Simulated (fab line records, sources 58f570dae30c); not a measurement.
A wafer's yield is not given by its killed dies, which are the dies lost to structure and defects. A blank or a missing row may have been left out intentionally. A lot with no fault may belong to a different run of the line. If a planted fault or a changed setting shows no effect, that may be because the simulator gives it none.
Problem report, 8D (eight disciplines) form, completed by code + flow berkeley cmos170 + the parts of the form that need people (team, actions taken, sign-off) are left out

== 1. WHAT WENT WRONG ==
tilt deg at UCB170_NWELL_IMPLANT_14 reads a mean of 7.576 degrees on 9 wafers of 3 lots; wafers without a fault read 6.999 degrees with a standard deviation of 0.021. Measured from the usual mean, that is +27 standard deviations.
Seen first at day 5 06:28 on implanter-01, wafer L316.1. At this step, 45 wafers from 15 lots have a number in the record. By rule, "out" or "out of limits" means more than 4 standard deviations away from the usual mean. Any other wafer with a number is counted as sound.

== 2. WHAT IT IS AND WHAT IT IS NOT ==
| question                    | is                     | is not                                                                                       |
|-----------------------------|------------------------|----------------------------------------------------------------------------------------------|
| which readings at this step | tilt deg               | -                                                                                            |
| which lots                  | L316, L318, L321       | L306, L307, L308, L309, L311, L314, L315, L317, L322, L323, L325, L326                       |
| which wafers of those lots  | all that have a number | -                                                                                            |
| read on which tools         | implanter-01           | implanter-03, implanter-04                                                                   |
| when                        | from day 5 06:28       | up to then (21 sound wafers); but 15 sound wafers of L317, L322, L323, L325, L326 came after |

== 3. SUSPECTS, AND WHAT RULES EACH OUT ==
Counting: a tool stays on the suspect list if, at a process step up to the reading, it processed all lots that are out and no sound lot following the first of them.
- implanter-01 at UCB170_NWELL_IMPLANT_14: kept. It processed each lot that is out, first L316 at day 5 06:28, and no sound lot thereafter; up to then, the last sound lot it processed was L314 at day 4 21:13. Out on those wafers are its own readings of tilt deg.
Left after counting: implanter-01 at UCB170_NWELL_IMPLANT_14.

== 4. THE CAUSE (what the simulator had put in) ==
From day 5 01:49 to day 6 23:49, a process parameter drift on implanter-01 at UCB170_NWELL_IMPLANT_14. The setting tilt deg was moved by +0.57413, starting from 7. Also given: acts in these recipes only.
This tool alone remained once counting was done.

== 5. THE CHAIN OF EFFECTS, in route order ==
One row per reading whose mean, taken over the struck wafers that have a number, lies over 3 standard deviations from the usual. Scope: only readings with a usual standard deviation given in the record; hours: median across lots of the time from each lot's start at the first step in this table that gives one to its start at this step; sigmas: change in usual standard deviations.
| hours | step                    | reading  | usual         | on struck wafers | change | sigmas |
|-------|-------------------------|----------|---------------|------------------|--------|--------|
| 0     | UCB170_NWELL_IMPLANT_14 | tilt deg | 6.999 degrees | 7.576            | +0.577 | +27    |
The process steps in it:
- UCB170_NWELL_IMPLANT_14

== 6. WHAT WOULD HAVE CAUGHT IT SOONER ==
5 hours passed between the start of the fault at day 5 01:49 and the first reading out of limits in this record, taken at day 5 06:28.
